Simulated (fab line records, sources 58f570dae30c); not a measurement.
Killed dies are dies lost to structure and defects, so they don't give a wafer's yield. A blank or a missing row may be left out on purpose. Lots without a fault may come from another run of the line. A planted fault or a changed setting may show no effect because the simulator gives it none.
Tool commonality check | flow berkeley_cmos170 | 13 lots, 39 wafers sampled

WHY IT WAS OPENED
At UCB170_GATE_THK_MEAS_02 the reading GATE_OXIDE_THK is flagged on 1 of 13 lots. Wafers without a fault read 6.61 nm, standard deviation 0.16.
Rule: a lot is flagged when every wafer of it that has a number lies more than 4 standard deviations from that mean, or none has a number. The other lots count as sound.

lot  | measured    | on            | GATE_OXIDE_THK (nm), wafer by wafer | flag
L799 | day 5 16:44 | film_metro-03 | 6.89 6.65 6.81                      |
L800 | day 6 00:09 | film_metro-03 | 6.60 6.54 6.59                      |
L801 | day 6 15:41 | film_metro-03 | 6.51 6.46 6.48                      |
L805 | day 7 08:49 | film_metro-03 | 6.53 6.58 6.60                      |
L806 | day 7 08:49 | film_metro-04 | 6.49 6.50 6.60                      |
L807 | day 7 15:44 | film_metro-03 | 6.37 6.57 6.42                      |
L808 | day 7 15:44 | film_metro-04 | 6.36 6.48 6.45                      |
L809 | day 7 15:44 | film_metro-01 | 6.27 6.39 6.34                      |
L812 | day 8 12:02 | film_metro-03 | 6.64 6.76 6.57                      |
L814 | day 8 18:43 | film_metro-04 | 6.61 6.64 6.87                      |
L813 | day 8 18:43 | film_metro-03 | 6.94 6.87 6.86                      |
L815 | day 8 22:38 | film_metro-04 | 7.91 7.64 7.64                      | FLAGGED
L817 | day 9 05:07 | film_metro-03 | 6.79 6.80 6.77                      |
The numbers of the flagged lots are 7.73 nm on average: +1.12 nm against the usual, or +7 standard deviations.

WHICH TOOL RAN EACH LOT
The record holds 2 process steps before the reading, out of a route of 331 steps. In each cell: the tool, then ch and the chambers that the sampled wafers went through, then the start.
lot  | flag    | UCB170_ZERO_ETCH_06               | UCB170_GATE_OXIDATION_01
L799 |         | rie_diel-02 ch 0,2,3, day 1 18:55 | furnace-04 ch 0, day 5 15:13
L800 |         | rie_diel-04 ch 0,1,2, day 1 22:38 | furnace-03 ch 0, day 5 22:38
L801 |         | rie_diel-04 ch 0,3, day 2 05:49   | furnace-03 ch 0, day 6 14:10
L805 |         | rie_diel-04 ch 0,2, day 3 01:14   | furnace-03 ch 0, day 7 07:18
L806 |         | rie_diel-02 ch 1,2, day 3 07:25   | furnace-03 ch 0, day 7 07:18
L807 |         | rie_diel-04 ch 0,2,3, day 3 14:52 | furnace-03 ch 0, day 7 14:14
L808 |         | rie_diel-03 ch 1,2,3, day 3 19:41 | furnace-03 ch 0, day 7 14:14
L809 |         | rie_diel-03 ch 0,2,3, day 3 19:20 | furnace-03 ch 0, day 7 14:14
L812 |         | rie_diel-04 ch 0,3, day 4 14:17   | furnace-03 ch 0, day 8 10:30
L814 |         | rie_diel-03 ch 0,1,2, day 4 21:44 | furnace-04 ch 0, day 8 17:13
L813 |         | rie_diel-03 ch 0,1,3, day 4 18:59 | furnace-04 ch 0, day 8 17:13
L815 | FLAGGED | rie_diel-03 ch 0,2,3, day 5 02:23 | furnace-03 ch 0, day 8 21:06
L817 |         | rie_diel-04 ch 0,1, day 5 13:29   | furnace-04 ch 0, day 9 03:34
What these steps do:
- UCB170_ZERO_ETCH_06: etches SiO2 in CHF3/CF4/Ar, time 12 s.
- UCB170_GATE_OXIDATION_01: target thk 6.6 nm, ox time 1800 s.
- UCB170_GATE_THK_MEAS_02

FLAGGED OVER TOTAL, TOOL BY TOOL (the gauges that took the reading come last)
step                     | tool          | lots run | flagged | share of the flagged lots | sound lots run after its first flagged lot
UCB170_ZERO_ETCH_06      | rie_diel-02   | 2        | 0       | none                      | -
UCB170_ZERO_ETCH_06      | rie_diel-03   | 5        | 1       | all                       | 0
UCB170_ZERO_ETCH_06      | rie_diel-04   | 6        | 0       | none                      | -
UCB170_GATE_OXIDATION_01 | furnace-03    | 9        | 1       | all                       | 0
UCB170_GATE_OXIDATION_01 | furnace-04    | 4        | 0       | none                      | -
UCB170_GATE_THK_MEAS_02  | film_metro-01 | 1        | 0       | none                      | -
UCB170_GATE_THK_MEAS_02  | film_metro-03 | 8        | 0       | none                      | -
UCB170_GATE_THK_MEAS_02  | film_metro-04 | 4        | 1       | all                       | 0

WHAT THE TABLE ALLOWS
3 rows of the table ran every flagged lot: rie_diel-03 at UCB170_ZERO_ETCH_06, furnace-03 at UCB170_GATE_OXIDATION_01, film_metro-04 at UCB170_GATE_THK_MEAS_02.
- rie_diel-03 at UCB170_ZERO_ETCH_06: 1 of its 5 lots flagged. Its last sound lot is L814 (day 4 21:44), its first flagged lot L815 (day 5 02:23): a fault that began between those two fits.
- furnace-03 at UCB170_GATE_OXIDATION_01: 1 of its 9 lots flagged. Its last sound lot is L812 (day 8 10:30), its first flagged lot L815 (day 8 21:06): a fault that began between those two fits.
- film_metro-04 at UCB170_GATE_THK_MEAS_02: 1 of its 4 lots flagged. Its last sound lot is L814 (day 8 18:43), its first flagged lot L815 (day 8 22:38): a fault that began between those two fits.
Counting lots can't tell these 3 tools apart, because each fits a fault that began at some hour. More lots, or a look at what each step does to the wafer, might.

WHAT THE SIMULATOR HAD PUT IN
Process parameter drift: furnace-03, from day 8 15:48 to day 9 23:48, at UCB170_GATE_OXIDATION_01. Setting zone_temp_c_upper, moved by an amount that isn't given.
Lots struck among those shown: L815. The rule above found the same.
